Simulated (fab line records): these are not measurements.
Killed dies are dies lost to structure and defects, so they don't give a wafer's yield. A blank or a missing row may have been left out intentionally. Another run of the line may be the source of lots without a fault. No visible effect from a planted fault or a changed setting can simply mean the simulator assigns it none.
Which of the tools did it? :: flow berkeleyCmos170 :: 15 lots with 45 wafers sampled at 2 steps, on a route of 331 steps

## WHAT THE GAUGES SHOWED, per wafer
UCB170_ACTIVE_THK_MEAS_06.
lot: L696
measured: day 4 04:19
on: filmMetro-02
ACTIVE_NITRIDE_THK (nm): 223.5 221.5 222.6

lot: L697
measured: day 4 18:53
on: filmMetro-02
ACTIVE_NITRIDE_THK (nm): 219.6 218.8 220.1

lot: L698
measured: day 5 11:43
on: filmMetro-04
ACTIVE_NITRIDE_THK (nm): 223.0 221.8 222.3

lot: L699
measured: day 5 11:47
on: filmMetro-04
ACTIVE_NITRIDE_THK (nm): 222.7 221.5 221.4

lot: L700
measured: day 5 11:43
on: filmMetro-01
ACTIVE_NITRIDE_THK (nm): 222.6 223.2 221.2

lot: L701
measured: day 5 23:08
on: filmMetro-01
ACTIVE_NITRIDE_THK (nm): 177.1 177.8 176.9

lot: L702
measured: day 5 23:08
on: filmMetro-02
ACTIVE_NITRIDE_THK (nm): 177.2 178.3 177.9

lot: L703
measured: day 5 23:08
on: filmMetro-04
ACTIVE_NITRIDE_THK (nm): 179.8 181.5 180.7

lot: L704
measured: day 6 17:06
on: filmMetro-01
ACTIVE_NITRIDE_THK (nm): 221.6 223.9 223.0

lot: L708
measured: day 7 14:04
on: filmMetro-01
ACTIVE_NITRIDE_THK (nm): 223.0 222.0 223.4

lot: L710
measured: day 8 10:19
on: filmMetro-01
ACTIVE_NITRIDE_THK (nm): 221.2 221.4 220.7

lot: L712
measured: day 8 10:15
on: filmMetro-04
ACTIVE_NITRIDE_THK (nm): 223.5 223.4 222.3

lot: L717
measured: day 9 10:38
on: filmMetro-01
ACTIVE_NITRIDE_THK (nm): 219.6 221.2 220.1

lot: L718
measured: day 9 10:34
on: filmMetro-01
ACTIVE_NITRIDE_THK (nm): 223.0 222.0 221.8

lot: L719
measured: day 10 02:04
on: filmMetro-01
ACTIVE_NITRIDE_THK (nm): 221.3 220.2 222.0

## WHICH TOOL RAN EACH LOT (tool, then ch and the chambers of the sampled wafers, then the start)
lot: L696
UCB170_ACTIVE_CVD_05: lpcvd-02 ch 1, day 4 02:25

lot: L697
UCB170_ACTIVE_CVD_05: lpcvd-01 ch 0, day 4 16:55

lot: L698
UCB170_ACTIVE_CVD_05: lpcvd-02 ch 0, day 5 09:47

lot: L699
UCB170_ACTIVE_CVD_05: lpcvd-02 ch 0, day 5 09:47

lot: L700
UCB170_ACTIVE_CVD_05: lpcvd-02 ch 0, day 5 09:47

lot: L701
UCB170_ACTIVE_CVD_05: lpcvd-02 ch 1, day 5 21:13

lot: L702
UCB170_ACTIVE_CVD_05: lpcvd-02 ch 0, day 5 21:13

lot: L703
UCB170_ACTIVE_CVD_05: lpcvd-02 ch 1, day 5 21:13

lot: L704
UCB170_ACTIVE_CVD_05: lpcvd-01 ch 1, day 6 15:10

lot: L708
UCB170_ACTIVE_CVD_05: lpcvd-01 ch 1, day 7 12:08

lot: L710
UCB170_ACTIVE_CVD_05: lpcvd-01 ch 1, day 8 07:23

lot: L712
UCB170_ACTIVE_CVD_05: lpcvd-01 ch 0, day 8 07:23

lot: L717
UCB170_ACTIVE_CVD_05: lpcvd-02 ch 1, day 9 08:38

lot: L718
UCB170_ACTIVE_CVD_05: lpcvd-02 ch 1, day 9 08:38

lot: L719
UCB170_ACTIVE_CVD_05: lpcvd-01 ch 0, day 10 00:08
- UCB170_ACTIVE_CVD_05: deposits Si3N4 from SiH2Cl2/NH3, target thk 220 nm, time 3300 s.

## WHAT THE TOOLS THEMSELVES READ (means of the sampled wafers that have a number; where no wafer has one, the mark that the record gives instead)
UCB170_ACTIVE_CVD_05.
lot: L696
tool: lpcvd-02
spikeTcCentreC (C): 803.2
spikeTcLoadC (C): 827.8

lot: L697
tool: lpcvd-01
spikeTcCentreC (C): 804.3
spikeTcLoadC (C): 826.1

lot: L698
tool: lpcvd-02
spikeTcCentreC (C): 800.1
spikeTcLoadC (C): 826.0

lot: L699
tool: lpcvd-02
spikeTcCentreC (C): 801.0
spikeTcLoadC (C): 826.3

lot: L700
tool: lpcvd-02
spikeTcCentreC (C): 799.8
spikeTcLoadC (C): 826.7

lot: L701
tool: lpcvd-02
spikeTcCentreC (C): 803.6
spikeTcLoadC (C): 827.4

lot: L702
tool: lpcvd-02
spikeTcCentreC (C): 799.6
spikeTcLoadC (C): 825.5

lot: L703
tool: lpcvd-02
spikeTcCentreC (C): 803.1
spikeTcLoadC (C): 828.7

lot: L704
tool: lpcvd-01
spikeTcCentreC (C): 801.2
spikeTcLoadC (C): 826.6

lot: L708
tool: lpcvd-01
spikeTcCentreC (C): 801.1
spikeTcLoadC (C): 827.0

lot: L710
tool: lpcvd-01
spikeTcCentreC (C): 801.7
spikeTcLoadC (C): 827.3

lot: L712
tool: lpcvd-01
spikeTcCentreC (C): 804.2
spikeTcLoadC (C): 825.9

lot: L717
tool: lpcvd-02
spikeTcCentreC (C): 802.6
spikeTcLoadC (C): 828.5

lot: L718
tool: lpcvd-02
spikeTcCentreC (C): 803.1
spikeTcLoadC (C): 828.5

lot: L719
tool: lpcvd-01
spikeTcCentreC (C): 803.7
spikeTcLoadC (C): 826.9

## THE ANSWER, worked out from the rows above alone
Rule: the lots themselves supply what counts as usual. The widest of any qualifying gaps counts: lots, ordered by their means at a reading, are off when they make up no more than a third of the lots, leave a main group of 4 or more, and stand apart from it by 3 or more times the standard deviation of that group's means. A main group is skipped when, at the precision printed for the reading in the tables above, its means are all equal. Also off: a lot with no number at a reading for which 4 or more lots have one. Where the step has rows for the other lots, those lots are counted as sound. Order of review: gauges by route order, followed by the tools' own readings, for which a lot's mean as printed above is used. At the first step where some lot is off, the reading lying furthest off is the one used; lots without a number count as furthest.
Off: L701, L702, L703, seen at UCB170_ACTIVE_THK_MEAS_06 (ACTIVE_NITRIDE_THK). Main group: mean 221.8 nm, sd 1.1.
A tool fits if, at a process step before that reading, it ran every lot that is off, and no sound lot after the first of them. The gauges at UCB170_ACTIVE_THK_MEAS_06 are tried like those tools. No candidate that was tried fits.

## WHAT WAS PUT IN BY THE SIMULATOR
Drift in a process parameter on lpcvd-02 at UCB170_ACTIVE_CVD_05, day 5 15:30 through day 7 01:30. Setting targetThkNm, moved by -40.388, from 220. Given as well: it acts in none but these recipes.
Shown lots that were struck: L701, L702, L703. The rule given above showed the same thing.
